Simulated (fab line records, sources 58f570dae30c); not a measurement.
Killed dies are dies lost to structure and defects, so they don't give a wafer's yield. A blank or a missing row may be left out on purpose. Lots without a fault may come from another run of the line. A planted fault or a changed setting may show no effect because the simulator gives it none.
Tool commonality check | flow berkeley_cmos170 | 10 lots, 42 wafers sampled

WHY IT WAS OPENED
At UCB170_NWELL_TW_MEAS_16 the reading NWELL_TW is flagged on 4 of 10 lots. Wafers without a fault read 1257, standard deviation 17.
Rule: a lot is flagged when every wafer of it that has a number lies more than 4 standard deviations from that mean, or none has a number. The other lots count as sound.

lot  | measured    | on            | NWELL_TW, wafer by wafer | flag
L545 | day 2 16:17 | film_metro-04 | 1272 1275 1268           |
L546 | day 2 21:24 | film_metro-03 | 1246 1239 1251           |
L548 | day 2 21:31 | film_metro-01 | 1234 1231 1237           |
L547 | day 2 21:49 | film_metro-04 | 1270 1265 1257           |
L550 | day 3 13:05 | film_metro-04 | 1273 1284 1274           |
L549 | day 3 13:22 | film_metro-04 | 1278 1275 1268           |
L551 | day 3 22:43 | film_metro-04 | 524 523 523 522 523 525  | FLAGGED
L552 | day 3 22:50 | film_metro-01 | 506 507 508 506 505 507  | FLAGGED
L553 | day 4 06:44 | film_metro-04 | 520 522 521 522 520 520  | FLAGGED
L554 | day 4 15:12 | film_metro-04 | 523 520 522 525 523 525  | FLAGGED
The numbers of the flagged lots are 518 on average: -739 against the usual, or -43 standard deviations.

WHICH TOOL RAN EACH LOT
The record holds 2 process steps before the reading, out of a route of 331 steps. In each cell: the tool, then ch and the chambers that the sampled wafers went through, then the start.
lot  | flag    | UCB170_NWELL_ETCH_13              | UCB170_NWELL_IMPLANT_14
L545 |         | rie_diel-04 ch 0,1,2, day 2 15:56 | implanter-02 ch 0, day 2 16:02
L546 |         | rie_diel-03 ch 0,1,3, day 2 21:03 | implanter-04 ch 0, day 2 21:09
L548 |         | rie_diel-02 ch 0,1,2, day 2 21:10 | implanter-03 ch 0, day 2 21:16
L547 |         | rie_diel-04 ch 0,1,2, day 2 21:29 | implanter-02 ch 0, day 2 21:37
L550 |         | rie_diel-02 ch 0,2, day 3 12:44   | implanter-04 ch 0, day 3 12:52
L549 |         | rie_diel-04 ch 0,2,3, day 3 13:01 | implanter-03 ch 0, day 3 13:07
L551 | FLAGGED | rie_diel-04 ch 0,1,2, day 3 22:21 | implanter-04 ch 0, day 3 22:29
L552 | FLAGGED | rie_diel-03 ch 1,2,3, day 3 22:28 | implanter-03 ch 0, day 3 22:37
L553 | FLAGGED | rie_diel-02 ch 0,1,3, day 4 06:22 | implanter-03 ch 0, day 4 06:31
L554 | FLAGGED | rie_diel-04 ch 0,2,3, day 4 14:50 | implanter-04 ch 0, day 4 14:59
What these steps do:
- UCB170_NWELL_ETCH_13: etches Si3N4 in CH3F/Ar/O2, stops on SiO2, target depth 246.4 nm, time 154 s.
- UCB170_NWELL_IMPLANT_14
- UCB170_NWELL_TW_MEAS_16

FLAGGED OVER TOTAL, TOOL BY TOOL (the gauges that took the reading come last)
step                    | tool          | lots run | flagged | share of the flagged lots | sound lots run after its first flagged lot
UCB170_NWELL_ETCH_13    | rie_diel-02   | 3        | 1       | some                      | 0
UCB170_NWELL_ETCH_13    | rie_diel-03   | 2        | 1       | some                      | 0
UCB170_NWELL_ETCH_13    | rie_diel-04   | 5        | 2       | some                      | 0
UCB170_NWELL_IMPLANT_14 | implanter-02  | 2        | 0       | none                      | -
UCB170_NWELL_IMPLANT_14 | implanter-03  | 4        | 2       | some                      | 0
UCB170_NWELL_IMPLANT_14 | implanter-04  | 4        | 2       | some                      | 0
UCB170_NWELL_TW_MEAS_16 | film_metro-01 | 2        | 1       | some                      | 0
UCB170_NWELL_TW_MEAS_16 | film_metro-03 | 1        | 0       | none                      | -
UCB170_NWELL_TW_MEAS_16 | film_metro-04 | 7        | 3       | some                      | 0

WHAT THE TABLE ALLOWS
No row of the table ran every flagged lot.

WHAT THE SIMULATOR HAD PUT IN
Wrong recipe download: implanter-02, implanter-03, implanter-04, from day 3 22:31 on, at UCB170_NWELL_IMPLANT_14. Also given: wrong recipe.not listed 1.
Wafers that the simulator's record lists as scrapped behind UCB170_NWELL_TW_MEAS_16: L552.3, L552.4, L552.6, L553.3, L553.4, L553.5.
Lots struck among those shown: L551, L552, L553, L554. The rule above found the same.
